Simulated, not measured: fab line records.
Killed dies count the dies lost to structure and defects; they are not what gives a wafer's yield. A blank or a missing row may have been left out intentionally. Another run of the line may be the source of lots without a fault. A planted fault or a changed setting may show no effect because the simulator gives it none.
What tool caused it? :: flow rit-cmos :: Sampling: 7 lots, 21 wafers, 2 of 202 route steps

WHAT THE GAUGES SHOWED, per wafer
RIT_GATE_OVL_MEAS_17.
lot: L667
measured: day 3 01:17
on: overlay-02
GATE_OVL (nm): 0.0 0.0 -2.2

lot: L669
measured: day 3 12:25
on: overlay-02
GATE_OVL (nm): 0.5 1.2 1.8

lot: L673
measured: day 4 11:53
on: overlay-01
GATE_OVL (nm): -1.5 -2.9 -0.5

lot: L680
measured: day 5 15:59
on: overlay-01
GATE_OVL (nm): -3.6 -2.8 -2.7

lot: L682
measured: day 6 00:27
on: overlay-01
GATE_OVL (nm): 239.8 239.5 240.2

lot: L685
measured: day 6 15:58
on: overlay-02
GATE_OVL (nm): -1.3 -1.9 -1.3

lot: L687
measured: day 6 23:15
on: overlay-01
GATE_OVL (nm): -1.0 -1.3 -0.3

WHAT TOOL EACH LOT RAN ON (gives the tool, then ch and the chambers of the sampled wafers, and finally the start)
lot: L667
RIT_GATE_EXPOSE_13: iline-stepper-01 ch 0, day 3 00:47

lot: L669
RIT_GATE_EXPOSE_13: iline-stepper-02 ch 0, day 3 11:56

lot: L673
RIT_GATE_EXPOSE_13: iline-stepper-01 ch 0, day 4 11:19

lot: L680
RIT_GATE_EXPOSE_13: iline-stepper-01 ch 0, day 5 15:28

lot: L682
RIT_GATE_EXPOSE_13: iline-stepper-02 ch 0, day 5 23:58

lot: L685
RIT_GATE_EXPOSE_13: iline-stepper-01 ch 0, day 6 15:27

lot: L687
RIT_GATE_EXPOSE_13: iline-stepper-01 ch 0, day 6 22:33
- RIT_GATE_EXPOSE_13: exposes mask M6, target cd 150 nm.

THE ANSWER, worked out from the rows above alone
Rule: usual is defined by the lots themselves. Put in order of their means at a reading, lots are off if they are a third of the lots or fewer, leave a main group of 4 or more, and stand apart from it by a gap of 3 or more times the standard deviation of the main group's means; of several such gaps the widest counts. A main group whose means are all the same, to the digits that the tables above print for the reading, isn't used. A lot without any number at a reading at which 4 lots or more have one is off too. All remaining lots with rows at the step are treated as sound.
Off: L682, seen at RIT_GATE_OVL_MEAS_17 (GATE_OVL). Mean -1.1 nm and standard deviation 1.3 in the main group.
If a tool, at a process step before that reading, ran all the lots that are off and no sound lot after the first of them, it fits. Those tools and the gauges at RIT_GATE_OVL_MEAS_17 are tried in the same way. One fits: RIT_GATE_EXPOSE_13 on iline-stepper-02. A fault onset in the window from L669 (day 3 11:56, its last sound lot) to L682 (day 5 23:58, its first lot off) fits.

WHAT THE SIMULATOR HAD PUT IN
Scanner matching overlay: iline-stepper-02, from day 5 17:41 on, at RIT_GATE_EXPOSE_13. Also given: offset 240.
Lots struck among those shown: L682. The rule above reached the same finding.
